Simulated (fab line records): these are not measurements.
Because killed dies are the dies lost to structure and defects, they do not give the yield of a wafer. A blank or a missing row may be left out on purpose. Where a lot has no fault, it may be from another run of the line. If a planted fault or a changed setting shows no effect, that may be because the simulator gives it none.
A sampling plan put to the test    flow berkeley_cmos170    one fab line, 14 faults that these records tell of, each judged on the records of the lots that it struck; 1 more is left out, because the records don't allow judging it
The line's own looks make up the plan; these are the steps of the route where a gauge or inspection reads the wafer and leaves it unchanged. Where struck wafers have a number at a look and the file lists that look's usual mean and standard deviation on fault-free wafers, the look can be judged. Caught: the struck wafers' mean, at a look after the fault's first step, is 4 or more of those standard deviations (sigma) away from the usual mean. On the tool: the fault's steps, tested the same way using the tool's own readings. Also counted as caught: the struck wafers showing another recipe, or a record that is empty for them alone.

THE FAULTS, as the simulator had put them in
1. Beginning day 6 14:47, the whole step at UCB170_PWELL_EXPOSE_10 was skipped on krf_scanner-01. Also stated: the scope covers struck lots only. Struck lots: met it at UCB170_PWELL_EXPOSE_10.
2. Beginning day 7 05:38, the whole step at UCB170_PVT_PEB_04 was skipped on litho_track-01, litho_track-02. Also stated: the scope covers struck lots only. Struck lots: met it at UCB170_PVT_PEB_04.
3. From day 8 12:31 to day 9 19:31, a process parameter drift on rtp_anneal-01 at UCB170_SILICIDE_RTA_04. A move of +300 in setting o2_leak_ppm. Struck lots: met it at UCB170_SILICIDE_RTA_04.
4. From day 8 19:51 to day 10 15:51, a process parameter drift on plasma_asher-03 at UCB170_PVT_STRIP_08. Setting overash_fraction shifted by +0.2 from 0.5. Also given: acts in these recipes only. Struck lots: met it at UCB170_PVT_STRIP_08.
5. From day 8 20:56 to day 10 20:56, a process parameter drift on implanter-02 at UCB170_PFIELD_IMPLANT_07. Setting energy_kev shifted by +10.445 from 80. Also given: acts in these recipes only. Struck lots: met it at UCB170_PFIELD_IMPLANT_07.
6. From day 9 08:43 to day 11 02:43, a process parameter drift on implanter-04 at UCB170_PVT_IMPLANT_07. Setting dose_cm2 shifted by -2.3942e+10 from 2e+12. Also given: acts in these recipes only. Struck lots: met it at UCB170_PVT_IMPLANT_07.
7. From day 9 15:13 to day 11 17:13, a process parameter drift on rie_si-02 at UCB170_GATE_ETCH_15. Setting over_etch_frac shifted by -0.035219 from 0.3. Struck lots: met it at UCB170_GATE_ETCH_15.
8. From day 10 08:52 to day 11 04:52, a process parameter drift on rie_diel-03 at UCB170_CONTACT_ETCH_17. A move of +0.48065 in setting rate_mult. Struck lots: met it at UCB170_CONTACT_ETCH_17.
9. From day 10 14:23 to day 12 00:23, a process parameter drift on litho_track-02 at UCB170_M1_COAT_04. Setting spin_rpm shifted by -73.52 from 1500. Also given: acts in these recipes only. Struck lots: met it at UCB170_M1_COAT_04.
10. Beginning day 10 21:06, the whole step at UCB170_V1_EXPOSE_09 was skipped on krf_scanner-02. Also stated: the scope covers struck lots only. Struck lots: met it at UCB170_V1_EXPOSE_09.
11. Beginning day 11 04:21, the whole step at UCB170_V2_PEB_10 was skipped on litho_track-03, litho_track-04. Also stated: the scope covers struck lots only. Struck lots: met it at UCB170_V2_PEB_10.
12. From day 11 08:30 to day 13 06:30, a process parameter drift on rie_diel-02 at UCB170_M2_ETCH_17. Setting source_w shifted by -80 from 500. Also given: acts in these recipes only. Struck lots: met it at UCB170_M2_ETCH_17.
13. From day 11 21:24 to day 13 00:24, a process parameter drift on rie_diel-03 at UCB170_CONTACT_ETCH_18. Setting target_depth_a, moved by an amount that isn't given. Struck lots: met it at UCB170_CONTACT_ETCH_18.
14. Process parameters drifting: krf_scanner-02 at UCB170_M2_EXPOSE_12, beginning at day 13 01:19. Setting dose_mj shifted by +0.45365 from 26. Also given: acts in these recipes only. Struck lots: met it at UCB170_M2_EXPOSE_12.

WHAT THE PLAN SAW
fault  on the tool itself                                first look that catches it                       reading, sigma  median hours from its first step to that look  hours from the fault's start to the first struck lot there  judged looks passed uncaught
1      no reading that can be judged                     no look after it can be judged                   -               -                                              -                                                           0
2      the tool's record is blank for the struck wafers  not the one look that can be judged after it     -               -                                              -                                                           1
3      chamber_o2_ppm +99 or beyond sigma                none of the 2 looks that can be judged after it  -               -                                              -                                                           2
4      oes_product_au -12 sigma                          no look after it can be judged                   -               -                                              -                                                           0
5      beam_energy_keV +99 or beyond sigma               none of the 2 looks that can be judged after it  -               -                                              -                                                           2
6      dose_ions_cm2 -12 sigma                           no look after it can be judged                   -               -                                              -                                                           0
7      under 2 sigma                                     not the one look that can be judged after it     -               -                                              -                                                           1
8      oes_product_au +13 sigma                          no look after it can be judged                   -               -                                              -                                                           0
9      spin_speed_rpm -81 sigma                          no look after it can be judged                   -               -                                              -                                                           0
10     no reading that can be judged                     no look after it can be judged                   -               -                                              -                                                           0
11     the tool's record is blank for the struck wafers  no look after it can be judged                   -               -                                              -                                                           0
12     rf_fwd_power_W -37 sigma                          no look after it can be judged                   -               -                                              -                                                           0
13     oes_product_au -9.1 sigma                         no look after it can be judged                   -               -                                              -                                                           0
14     exposure_dose_mJ_cm2 +12 sigma                    no look after it can be judged                   -               -                                              -                                                           0
A dash: the fault isn't caught, or these records don't give the number.

Caught at a look: 0 of 14. Caught on the tool: 11 of 14. By one or the other: 11 of 14.
Faults 2, 3, 4, 5, 6, 8, 9, 11, 12, 13, 14 were caught on the tool alone.
Caught by neither: faults 1, 7, 10.
